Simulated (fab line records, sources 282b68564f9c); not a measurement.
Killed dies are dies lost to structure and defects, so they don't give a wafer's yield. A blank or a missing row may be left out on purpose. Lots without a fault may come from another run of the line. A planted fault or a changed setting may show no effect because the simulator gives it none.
Which tool did it? | flow rit_cmos | 7 lots, 21 wafers sampled, at 2 steps of a route of 202

WHAT THE GAUGES READ, wafer by wafer
RIT_M1_RS_MEAS_01: measures by four-point-probe.
lot  | measured    | on            | M1_AL_RS (ohm/sq)
L886 | day 3 20:29 | film_metro-01 | 0.0736 0.0737 0.0735
L888 | day 4 02:59 | film_metro-02 | 0.0734 0.0733 0.0733
L891 | day 4 18:39 | film_metro-03 | 0.0749 0.0750 0.0741
L895 | day 5 15:13 | film_metro-02 | 0.0738 0.0736 0.1020 0.0740 0.0737 0.1020
L900 | day 6 11:47 | film_metro-03 | 0.0740 0.0728 0.0725
L903 | day 7 06:22 | film_metro-01 | 0.0741 0.0733 0.0738
L908 | day 8 01:58 | film_metro-03 | 0.0741 0.0737 0.0741

WHICH TOOL RAN EACH LOT (tool, then ch and the chambers of the sampled wafers, then the start)
lot  | RIT_M1_SPUTTER_00
L886 | pvd_sputter-02, day 3 20:11
L888 | pvd_sputter-02, day 4 02:40
L891 | pvd_sputter-01, day 4 18:22
L895 | pvd_sputter-01, day 5 14:55
L900 | pvd_sputter-02, day 6 11:30
L903 | pvd_sputter-02, day 7 06:04
L908 | pvd_sputter-04, day 8 01:40
- RIT_M1_SPUTTER_00: material Al, target thk 400 nm, time 500 s.

THE ANSWER, worked out from the rows above alone
Rule: what is usual is taken from the lots themselves. Put in order of their means at a reading, lots are off if they are a third of the lots or fewer, leave a main group of 4 or more, and stand apart from it by a gap of 3 or more times the standard deviation of the main group's means; of several such gaps the widest counts. A main group whose means are all the same, to the digits that the tables above print for the reading, isn't used. A lot without any number at a reading at which 4 lots or more have one is off too. The other lots that the step has rows for count as sound.
Off: L895, at RIT_M1_RS_MEAS_01 (M1_AL_RS). The main group: mean 0.0737 ohm/sq, standard deviation 0.0005.
A tool fits if, at a process step before that reading, it ran every lot that is off, and no sound lot after the first of them. The gauges at RIT_M1_RS_MEAS_01 are tried like those tools. Can't be told from this: 2 tools fit, pvd_sputter-01 at RIT_M1_SPUTTER_00, film_metro-02 at RIT_M1_RS_MEAS_01.

WHAT THE SIMULATOR HAD PUT IN
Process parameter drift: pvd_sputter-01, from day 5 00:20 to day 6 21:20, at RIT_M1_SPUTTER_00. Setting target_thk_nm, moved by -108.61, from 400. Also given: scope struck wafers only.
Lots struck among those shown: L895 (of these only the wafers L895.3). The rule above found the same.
